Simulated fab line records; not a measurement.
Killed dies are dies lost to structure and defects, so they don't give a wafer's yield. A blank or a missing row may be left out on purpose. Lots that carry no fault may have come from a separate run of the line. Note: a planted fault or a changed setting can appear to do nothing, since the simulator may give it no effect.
Which tool was responsible? || flow rit cmos || 15 lots, 45 wafers sampled, at 2 steps of a route of 202

WHAT EACH GAUGE READ, for each wafer
RIT_GATE_CD_MEAS_16: target cd 150 nm. Usual: cd nm reads 149.7 nm (standard deviation 2.2).
{"lot": "L799", "measured": "day 2 12:36", "on": "cd sem-02", "cd nm (nm)": "150.7 148.6 149.8", "flag": ""}
{"lot": "L802", "measured": "day 3 04:47", "on": "cd sem-01", "cd nm (nm)": "153.2 153.8 152.2", "flag": ""}
{"lot": "L803", "measured": "day 3 08:50", "on": "cd sem-01", "cd nm (nm)": "148.1 150.0 149.2", "flag": ""}
{"lot": "L804", "measured": "day 3 13:05", "on": "cd sem-02", "cd nm (nm)": "145.2 143.5 144.9", "flag": ""}
{"lot": "L805", "measured": "day 3 17:54", "on": "cd sem-01", "cd nm (nm)": "151.2 151.9 150.8", "flag": ""}
{"lot": "L806", "measured": "day 3 23:32", "on": "cd sem-02", "cd nm (nm)": "148.2 146.1 145.9", "flag": ""}
{"lot": "L810", "measured": "day 4 21:17", "on": "cd sem-01", "cd nm (nm)": "150.5 151.1 150.8", "flag": ""}
{"lot": "L811", "measured": "day 5 00:13", "on": "cd sem-01", "cd nm (nm)": "116.9 114.3 114.5", "flag": "OFF"}
{"lot": "L813", "measured": "day 5 13:06", "on": "cd sem-02", "cd nm (nm)": "122.2 122.3 123.2", "flag": "OFF"}
{"lot": "L814", "measured": "day 5 15:54", "on": "cd sem-02", "cd nm (nm)": "127.9 128.6 125.8", "flag": "OFF"}
{"lot": "L815", "measured": "day 5 21:37", "on": "cd sem-01", "cd nm (nm)": "153.4 151.2 153.4", "flag": ""}
{"lot": "L817", "measured": "day 6 07:07", "on": "cd sem-01", "cd nm (nm)": "150.5 149.2 149.6", "flag": ""}
{"lot": "L818", "measured": "day 6 12:49", "on": "cd sem-01", "cd nm (nm)": "148.4 147.9 148.6", "flag": ""}
{"lot": "L820", "measured": "day 6 22:18", "on": "cd sem-02", "cd nm (nm)": "148.2 147.6 149.2", "flag": ""}
{"lot": "L821", "measured": "day 7 03:23", "on": "cd sem-01", "cd nm (nm)": "150.5 151.0 149.7", "flag": ""}

TOOL THAT RAN EACH LOT (tool first, then ch and the chambers of the sampled wafers, then the start)
{"lot": "L799", "RIT_GATE_EXPOSE_13": "iline stepper-02 ch 0, day 2 12:12"}
{"lot": "L802", "RIT_GATE_EXPOSE_13": "iline stepper-02 ch 0, day 3 04:23"}
{"lot": "L803", "RIT_GATE_EXPOSE_13": "iline stepper-01 ch 0, day 3 08:26"}
{"lot": "L804", "RIT_GATE_EXPOSE_13": "iline stepper-01 ch 0, day 3 12:35"}
{"lot": "L805", "RIT_GATE_EXPOSE_13": "iline stepper-01 ch 0, day 3 17:29"}
{"lot": "L806", "RIT_GATE_EXPOSE_13": "iline stepper-02 ch 0, day 3 23:08"}
{"lot": "L810", "RIT_GATE_EXPOSE_13": "iline stepper-01 ch 0, day 4 20:53"}
{"lot": "L811", "RIT_GATE_EXPOSE_13": "iline stepper-02 ch 0, day 4 23:49"}
{"lot": "L813", "RIT_GATE_EXPOSE_13": "iline stepper-02 ch 0, day 5 12:42"}
{"lot": "L814", "RIT_GATE_EXPOSE_13": "iline stepper-02 ch 0, day 5 15:30"}
{"lot": "L815", "RIT_GATE_EXPOSE_13": "iline stepper-01 ch 0, day 5 21:11"}
{"lot": "L817", "RIT_GATE_EXPOSE_13": "iline stepper-01 ch 0, day 6 06:43"}
{"lot": "L818", "RIT_GATE_EXPOSE_13": "iline stepper-01 ch 0, day 6 12:25"}
{"lot": "L820", "RIT_GATE_EXPOSE_13": "iline stepper-01 ch 0, day 6 21:54"}
{"lot": "L821", "RIT_GATE_EXPOSE_13": "iline stepper-01 ch 0, day 7 02:59"}
- RIT_GATE_EXPOSE_13: exposes mask M6, target cd 150 nm.

WHAT THE TOOLS THEMSELVES READ (means of the sampled wafers that have a number; where no wafer has one, the mark that the record gives instead)
RIT_GATE_EXPOSE_13. Usual: exposure dose mJ cm2 reads 377.8 (standard deviation 0.37).
{"lot": "L799", "tool": "iline stepper-02", "exposure dose mJ cm2": 377.8, "flag": ""}
{"lot": "L802", "tool": "iline stepper-02", "exposure dose mJ cm2": 377.5, "flag": ""}
{"lot": "L803", "tool": "iline stepper-01", "exposure dose mJ cm2": 377.6, "flag": ""}
{"lot": "L804", "tool": "iline stepper-01", "exposure dose mJ cm2": 377.6, "flag": ""}
{"lot": "L805", "tool": "iline stepper-01", "exposure dose mJ cm2": 378.1, "flag": ""}
{"lot": "L806", "tool": "iline stepper-02", "exposure dose mJ cm2": 378.1, "flag": ""}
{"lot": "L810", "tool": "iline stepper-01", "exposure dose mJ cm2": 378.0, "flag": ""}
{"lot": "L811", "tool": "iline stepper-02", "exposure dose mJ cm2": 403.1, "flag": "OFF"}
{"lot": "L813", "tool": "iline stepper-02", "exposure dose mJ cm2": 398.0, "flag": "OFF"}
{"lot": "L814", "tool": "iline stepper-02", "exposure dose mJ cm2": 394.8, "flag": "OFF"}
{"lot": "L815", "tool": "iline stepper-01", "exposure dose mJ cm2": 378.0, "flag": ""}
{"lot": "L817", "tool": "iline stepper-01", "exposure dose mJ cm2": 377.7, "flag": ""}
{"lot": "L818", "tool": "iline stepper-01", "exposure dose mJ cm2": 377.8, "flag": ""}
{"lot": "L820", "tool": "iline stepper-01", "exposure dose mJ cm2": 377.8, "flag": ""}
{"lot": "L821", "tool": "iline stepper-01", "exposure dose mJ cm2": 378.3, "flag": ""}

THE ANSWER, worked out from the rows above alone
Rule: a lot counts as off when the mean over its wafers that have a number is more than 3 standard deviations away from the usual mean. Also off: a lot with no number at a reading for which 4 or more lots have one. The other lots that the step has rows for count as sound. First the gauges in route order, then the tools' own readings, where a lot's mean is used as printed above. At the first step where some lot is off, the reading lying furthest off is the one used; lots without a number count as furthest.
Off, at RIT_GATE_CD_MEAS_16 on cd nm: L811, L813, L814.
If a tool, at a process step before that reading, ran all the lots that are off and no sound lot after the first of them, it fits. Not tried: the gauges at RIT_GATE_CD_MEAS_16; whatever is off there is also off at RIT_GATE_EXPOSE_13, on other tools, and gauge error can't account for it. One fits: RIT_GATE_EXPOSE_13 on iline stepper-02. A fault onset in the window from L806 (day 3 23:08, its last sound lot) to L811 (day 4 23:49, its first lot off) fits.
On the lots that are off, the tool's own readings at RIT_GATE_EXPOSE_13 differ by more than 5 times the standard deviation of the sound lots' means, which bears it out; exposure dose mJ cm2 reads 398.6 there versus 377.9 on the sound lots.

WHAT THE SIMULATOR HAD INSERTED
Process parameters drifting: iline stepper-02 at RIT_GATE_EXPOSE_13, beginning at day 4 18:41. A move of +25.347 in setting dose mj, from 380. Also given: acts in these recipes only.
Lots struck among those shown: L811, L813, L814. The same result came from the rule above.
